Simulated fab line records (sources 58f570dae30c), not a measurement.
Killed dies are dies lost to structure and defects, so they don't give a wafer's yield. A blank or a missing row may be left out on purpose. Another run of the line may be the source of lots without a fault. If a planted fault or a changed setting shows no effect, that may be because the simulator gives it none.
Which tool is to blame? | flow berkeley-cmos170 | Sampling: 13 lots, 39 wafers, 5 of 331 route steps

## WHAT THE GAUGES SHOWED, per wafer
UCB170_ACTIVE_OVL_MEAS_14.
lot  | measured    | on         | ACTIVE_OVL (nm)
L124 | day 4 08:53 | overlay-01 | -2 1 2
L125 | day 4 08:23 | overlay-01 | 5 11 12
L127 | day 4 19:57 | overlay-01 | 10 10 7
L126 | day 4 19:50 | overlay-02 | 2 2 2
L129 | day 5 10:37 | overlay-02 | 13 8 9
L128 | day 5 10:53 | overlay-01 | -8 -7 -7
L130 | day 6 01:04 | overlay-02 | 10 9 5
L131 | day 6 01:18 | overlay-01 | 2 6 -2
L133 | day 6 08:35 | overlay-01 | 0 1 6
L135 | day 7 01:43 | overlay-02 | 1 4 -2
L140 | day 8 14:39 | overlay-02 | 6 6 8
L144 | day 9 00:53 | overlay-02 | 9 11 9
L147 | day 9 17:02 | overlay-01 | 12 14 3

UCB170_FIELD_THK_MEAS_02.
lot  | measured     | on            | FIELD_OXIDE_THK (nm)
L124 | day 4 20:56  | film-metro-02 | 545 550 544
L125 | day 4 20:55  | film-metro-04 | 565 556 563
L127 | day 5 06:05  | film-metro-04 | 537 533 535
L126 | day 5 06:06  | film-metro-03 | 547 555 542
L129 | day 5 19:57  | film-metro-03 | 563 563 570
L128 | day 5 19:58  | film-metro-04 | 553 548 552
L130 | day 6 13:45  | film-metro-03 | 555 563 560
L131 | day 6 13:49  | film-metro-03 | 563 563 556
L133 | day 6 13:49  | film-metro-04 | 562 568 564
L135 | day 7 13:57  | film-metro-03 | 570 571 571
L140 | day 8 20:16  | film-metro-03 | 556 558 560
L144 | day 9 11:34  | film-metro-03 | 552 557 557
L147 | day 10 01:50 | film-metro-03 | 544 540 544

UCB170_V1_THK_MEAS_01.
lot  | measured     | on            | V1_TEOS_THK (nm)
L124 | day 7 23:45  | film-metro-04 | 1997 2014 2023
L125 | day 8 03:58  | film-metro-02 | 1996 1966 1978
L127 | day 8 09:32  | film-metro-01 | 1981 1955 2008
L126 | day 7 22:25  | film-metro-04 | 1969 2019 2018
L129 | day 8 23:34  | film-metro-04 | 1963 1943 1954
L128 | day 9 00:55  | film-metro-01 | 1985 2009 2003
L130 | day 9 15:01  | film-metro-01 | 1970 1957 2031
L131 | day 9 16:22  | film-metro-01 | 2017 2018 1965
L133 | day 9 16:22  | film-metro-04 | 1978 2017 2011
L135 | day 11 01:05 | film-metro-04 | 2002 2013 2010
L140 | day 12 02:10 | film-metro-04 | 2166 1990 2227
L144 | day 12 12:53 | film-metro-04 | 1933 1944 1956
L147 | day 13 11:20 | film-metro-01 | 1960 1955 2005

## WHICH TOOL RAN EACH LOT (tool, then ch and the chambers of the sampled wafers, then the start)
lot  | UCB170_PWELL_STRIP_16               | UCB170_V1_CVD_00
L124 | plasma-asher-01 ch 0,1, day 3 03:02 | pecvd-04 ch 0,2, day 7 23:35
L125 | plasma-asher-01 ch 0,1, day 3 03:20 | pecvd-04 ch 0,1,2, day 8 03:52
L127 | plasma-asher-04 ch 0,1, day 3 12:36 | pecvd-02 ch 1,2, day 8 09:23
L126 | plasma-asher-03 ch 0,1, day 3 12:49 | pecvd-02 ch 0,1, day 7 22:16
L129 | plasma-asher-03 ch 0,1, day 4 01:50 | pecvd-02 ch 0,1,2, day 8 23:24
L128 | plasma-asher-04 ch 0,1, day 4 02:07 | pecvd-04 ch 0,2, day 9 00:44
L130 | plasma-asher-01 ch 0,1, day 4 13:31 | pecvd-04 ch 0,1,2, day 9 14:52
L131 | plasma-asher-01 ch 0,1, day 4 18:02 | pecvd-02 ch 0,1,2, day 9 16:12
L133 | plasma-asher-01 ch 0,1, day 5 01:07 | pecvd-03 ch 0,2, day 9 16:12
L135 | plasma-asher-03 ch 0,1, day 5 12:56 | pecvd-04 ch 0,1,2, day 11 00:59
L140 | plasma-asher-03 ch 0,1, day 7 00:47 | pecvd-02 ch 0,1, day 12 02:01
L144 | plasma-asher-04 ch 0,1, day 7 10:39 | pecvd-04 ch 0,1,2, day 12 12:43
L147 | plasma-asher-04 ch 0,1, day 8 05:22 | pecvd-04 ch 0,1,2, day 13 11:10
- UCB170_PWELL_STRIP_16: strips in O2.
- UCB170_V1_CVD_00: deposits SiO2 from TEOS/O2, target thk 2000 nm, time 250 s.

## WHAT THE TOOLS THEMSELVES READ (means of the sampled wafers that have a number; where no wafer has one, the mark that the record gives instead)
UCB170_PWELL_STRIP_16.
lot  | tool            | drypump-motor-current-A (A) | oes-product-au (a.u.) | strip-time-to-endpoint-s (s)
L124 | plasma-asher-01 | 5.2                         | 0.721                 | 18.12
L125 | plasma-asher-01 | 5.2                         | 0.723                 | 18.14
L127 | plasma-asher-04 | 5.7                         | 0.719                 | 18.08
L126 | plasma-asher-03 | 5.5                         | 0.721                 | 18.14
L129 | plasma-asher-03 | 5.5                         | 0.718                 | 18.02
L128 | plasma-asher-04 | 5.9                         | 0.719                 | 18.09
L130 | plasma-asher-01 | 5.2                         | 0.722                 | 18.07
L131 | plasma-asher-01 | 5.2                         | 0.722                 | 17.97
L133 | plasma-asher-01 | 5.3                         | 0.727                 | 18.08
L135 | plasma-asher-03 | 5.5                         | 0.719                 | 18.08
L140 | plasma-asher-03 | 5.7                         | 0.724                 | 18.06
L144 | plasma-asher-04 | 5.8                         | 0.722                 | 18.11
L147 | plasma-asher-04 | 5.9                         | 0.723                 | 17.99

UCB170_V1_CVD_00.
lot  | tool     | heater-power-w (W)
L124 | pecvd-04 | 241
L125 | pecvd-04 | 218
L127 | pecvd-02 | 215
L126 | pecvd-02 | 257
L129 | pecvd-02 | 284
L128 | pecvd-04 | 247
L130 | pecvd-04 | 232
L131 | pecvd-02 | 277
L133 | pecvd-03 | 272
L135 | pecvd-04 | 269
L140 | pecvd-02 | 286
L144 | pecvd-04 | 291
L147 | pecvd-04 | 254

## THE ANSWER, worked out from the rows above alone
Rule: the usual values come from the lots themselves. Put in order of their means at a reading, lots are off if they are a third of the lots or fewer, leave a main group of 4 or more, and stand apart from it by a gap of 3 or more times the standard deviation of the main group's means; of several such gaps the widest counts. A main group is skipped when, at the precision printed for the reading in the tables above, its means are all equal. A lot without any number at a reading at which 4 lots or more have one is off too. Where the step has rows for the other lots, those lots are counted as sound. After the gauges, taken in route order, come the tools' own readings; for these a lot's mean is taken, as printed above. At the first step where some lot is off, the reading lying furthest off is the one used; lots without a number count as furthest.
Off: L140, at UCB170_V1_THK_MEAS_01 (V1_TEOS_THK). For the main group the mean is 1987 nm and the standard deviation 20.
A tool fits if, at a process step before that reading, it ran every lot that is off, and no sound lot after the first of them. Those tools and the gauges at UCB170_V1_THK_MEAS_01 are tried in the same way. This does not decide it: 2 tools fit, namely plasma-asher-03 at UCB170_PWELL_STRIP_16 and pecvd-02 at UCB170_V1_CVD_00.

## WHAT HAD BEEN PUT IN BY THE SIMULATOR
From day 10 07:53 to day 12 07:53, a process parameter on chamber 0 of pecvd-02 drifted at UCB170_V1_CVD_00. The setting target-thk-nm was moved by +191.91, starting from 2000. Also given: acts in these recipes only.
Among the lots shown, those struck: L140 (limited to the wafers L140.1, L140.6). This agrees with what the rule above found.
